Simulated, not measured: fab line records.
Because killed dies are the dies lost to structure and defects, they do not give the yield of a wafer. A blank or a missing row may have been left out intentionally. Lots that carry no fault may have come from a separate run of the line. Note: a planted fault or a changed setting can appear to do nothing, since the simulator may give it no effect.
Comparing a struck lot with a sound one	flow rit-cmos	17 out of 202 route steps
Sound: wafers L355.1, L355.4, L355.5. Wafers struck: L360.2, L360.3, L360.6. The cause is given at the end.
Order at every step that has rows: each side's tool, ch and its chambers, its first start. Under that, the readings that differ: sound wafers	struck wafers	difference of the means	sigmas: that difference in standard deviations of wafers without a fault.
alike: same words and numbers on both sides, and readings whose means sit less than 2 such deviations apart. not compared: any withheld reading, any reading some wafer has no value for, any bound like >300 that may hide the same value, and any number with overlapping values for which the record gives no deviation.
A row with sigmas, a row that says differs or no value, or rows on one side alone: a step with any of these is where the two part. When numbers do not overlap yet have no deviation, they are printed without sigmas and do not part them. Lack of a reading on every wafer of one side parts them only where that side has two or more wafers.

first, 1 step without rows for these wafers: RIT_PRETRO_DEVELOP_05 (develop time 68 s).
RIT_PRETRO_OVL_MEAS_06:
  sound on overlay-02 at day 4 19:41; struck on overlay-01 at day 5 19:51
  alike: PRETRO_OVL
then, 2 steps without rows for these wafers: RIT_PRETRO_HARDBAKE_07 (time 120 s); RIT_PRETRO_IMPLANT_08.
RIT_PRETRO_STRIP_09: strips in O2, time 180 s.
  sound on plasma-asher-02 ch 0,1, day 4 20:07; struck on plasma-asher-04 ch 0,1, day 5 20:23
  alike: chamber-pressure-mTorr, drypump-motor-current-A, o2-flow-sccm
  not compared: rf-hours-counter-h
RIT_PRETRO_TW_MEAS_10:
  sound on film-metro-03 at day 4 20:17; struck on film-metro-02 at day 5 20:34
reading	sound	struck	difference	sigmas
PRETRO_TW	488.9 488.6 487.7	478.2 479.4 479.8	-9.3	-3
then, 5 steps without rows for these wafers: RIT_GATE_WET_ETCH_00 (etches SiO2 in BOE, target depth 56 nm, time 60 s); RIT_GATE_CLEAN_01 (cleans in SC1, time 600 s); RIT_GATE_CLEAN_02 (cleans in dHF, time 30 s); RIT_GATE_CLEAN_03 (cleans in SC2, time 600 s); RIT_GATE_CLEAN_04 (cleans in dHF, time 60 s).
RIT_FOX2_THK_MEAS_91:
  sound on film-metro-01 at day 4 20:46; struck on film-metro-04 at day 5 21:02
  alike: FIELD_OXIDE_LEFT_2_THK
RIT_GATE_OXIDATION_05: target thk 3 nm, ox time 270 s.
  sound on furnace-03 ch 0, day 4 21:50; struck on furnace-03 ch 0, day 5 21:20
reading	sound	struck	difference	sigmas
model.SiO2_of_GATE_OXIDATION_05.thk-nm (nm)	2.857 2.85 2.823	3.686 3.723 3.685	+0.855	
  alike: ox-temp-c, tube-center-temp-C, zone-power-load-pct
then, 1 step without rows for these wafers: RIT_GATE_ANNEAL_06 (time 600 s).
RIT_GATE_THK_MEAS_07:
  sound on film-metro-03 at day 4 23:38; struck on film-metro-04 at day 5 22:40
reading	sound	struck	difference	sigmas
GATE_OXIDE_THK (nm)	2.85 2.85 2.83	3.68 3.75 3.69	+0.86	+16
then, 1 step without rows for these wafers: RIT_GATE_CVD_08 (deposits poly-Si from SiH4, target thk 250 nm, time 2220 s).
RIT_M1_PROBE_99:
  sound on prober-02 at day 6 06:07; struck on prober-01 at day 7 07:52
  alike: killed-at-front-end, killed-dies, killed-open, killed-short

WHERE THEY PART
Last at RIT_GATE_THK_MEAS_07 as far as this record goes, first at RIT_PRETRO_TW_MEAS_10. Later steps at which nothing parts them and some readings are alike: RIT_M1_PROBE_99.

WHY: what had been put in by the simulator
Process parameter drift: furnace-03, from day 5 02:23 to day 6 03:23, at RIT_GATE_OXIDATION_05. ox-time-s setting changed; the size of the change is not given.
